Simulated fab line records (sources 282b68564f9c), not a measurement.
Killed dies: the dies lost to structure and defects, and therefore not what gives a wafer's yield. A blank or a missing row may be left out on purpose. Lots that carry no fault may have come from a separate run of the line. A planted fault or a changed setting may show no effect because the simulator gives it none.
Commonality check across tools -- flow rit cmos -- 42 wafers sampled across 14 lots

== WHY THIS WAS OPENED ==
RIT_CONTACT_OVL_MEAS_09, reading CONTACT_OVL: flagged on 2 of 14 lots. Fault-free wafers read -0.7 nm, with a standard deviation of 1.3.
Rule: flag the lot when none of its wafers has a number, or when each of its wafers that has one lies beyond 4 standard deviations from that mean. The other lots count as sound.

lot,measured,on,"CONTACT_OVL (nm), wafer by wafer",flag
L232,day 3 05:42,overlay-02,-2.4 2.3 2.6,
L234,day 3 13:07,overlay-01,-0.2 -2.5 -1.2,
L235,day 3 20:26,overlay-01,-2.8 -2.0 -1.8,
L236,day 4 04:03,overlay-01,-0.5 0.2 -1.1,
L237,day 4 06:44,overlay-01,-0.7 -3.0 -1.4,
L239,day 4 15:41,overlay-02,-1.7 -1.4 -0.9,
L240,day 5 02:23,overlay-01,-0.7 0.1 1.7,
L241,day 5 10:22,overlay-02,1.9 -0.4 2.0,
L243,day 5 17:59,overlay-02,1.3 -0.6 0.1,
L244,day 5 18:25,overlay-01,-1.6 -0.4 -1.9,
L247,day 6 11:32,overlay-02,-1.7 -0.7 -2.5,
L250,day 6 23:10,overlay-01,240.1 238.5 238.9,FLAGGED
L251,day 7 03:47,overlay-02,240.5 239.0 239.0,FLAGGED
L253,day 7 12:51,overlay-01,-2.2 -1.2 -4.5,
The numbers of the flagged lots are 239.3 nm on average: +240.0 nm against the usual, or +99 or more standard deviations.

== WHICH TOOL EACH LOT WENT THROUGH ==
The record holds 1 process step before the reading, out of a route of 202 steps. Read each cell as the tool, then ch plus the chambers that the sampled wafers visited, then the start.
lot,flag,RIT_CONTACT_EXPOSE_05
L232,,"iline stepper-02 ch 0, day 3 05:04"
L234,,"iline stepper-02 ch 0, day 3 12:30"
L235,,"iline stepper-02 ch 0, day 3 19:47"
L236,,"iline stepper-01 ch 0, day 4 03:25"
L237,,"iline stepper-01 ch 0, day 4 06:07"
L239,,"iline stepper-02 ch 0, day 4 15:02"
L240,,"iline stepper-01 ch 0, day 5 01:44"
L241,,"iline stepper-02 ch 0, day 5 09:44"
L243,,"iline stepper-02 ch 0, day 5 17:23"
L244,,"iline stepper-02 ch 0, day 5 17:48"
L247,,"iline stepper-01 ch 0, day 6 10:55"
L250,FLAGGED,"iline stepper-01 ch 0, day 6 22:31"
L251,FLAGGED,"iline stepper-01 ch 0, day 7 02:58"
L253,,"iline stepper-02 ch 0, day 7 12:13"
What the steps here do:
- RIT_CONTACT_EXPOSE_05: exposes mask M11, target cd 1000 nm.
- RIT_CONTACT_OVL_MEAS_09

== FLAGGED AGAINST TOTAL, ONE TOOL AT A TIME (gauges that did the reading follow at the end) ==
step,tool,lots run,flagged,share of the flagged lots,sound lots run after its first flagged lot
RIT_CONTACT_EXPOSE_05,iline stepper-01,6,2,all,0
RIT_CONTACT_EXPOSE_05,iline stepper-02,8,0,none,-
RIT_CONTACT_OVL_MEAS_09,overlay-01,8,1,some,1 (L253)
RIT_CONTACT_OVL_MEAS_09,overlay-02,6,1,some,0

== THE TABLE: WHAT IT ALLOWS ==
1 row of the table ran every flagged lot: iline stepper-01 at RIT_CONTACT_EXPOSE_05.
- iline stepper-01 at RIT_CONTACT_EXPOSE_05 ran 6 lots, 2 of them flagged. Last sound lot L247 at day 6 10:55, first flagged lot L250 at day 6 22:31; a fault beginning in between fits.
Left over: one tool, iline stepper-01 at RIT_CONTACT_EXPOSE_05.

== WHAT THE SIMULATOR HAD PUT IN ==
Scanner matching overlay: iline stepper-01, from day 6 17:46 on, at RIT_CONTACT_EXPOSE_05. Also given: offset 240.
Struck lots among those shown: L250, L251. Same finding as the rule above.
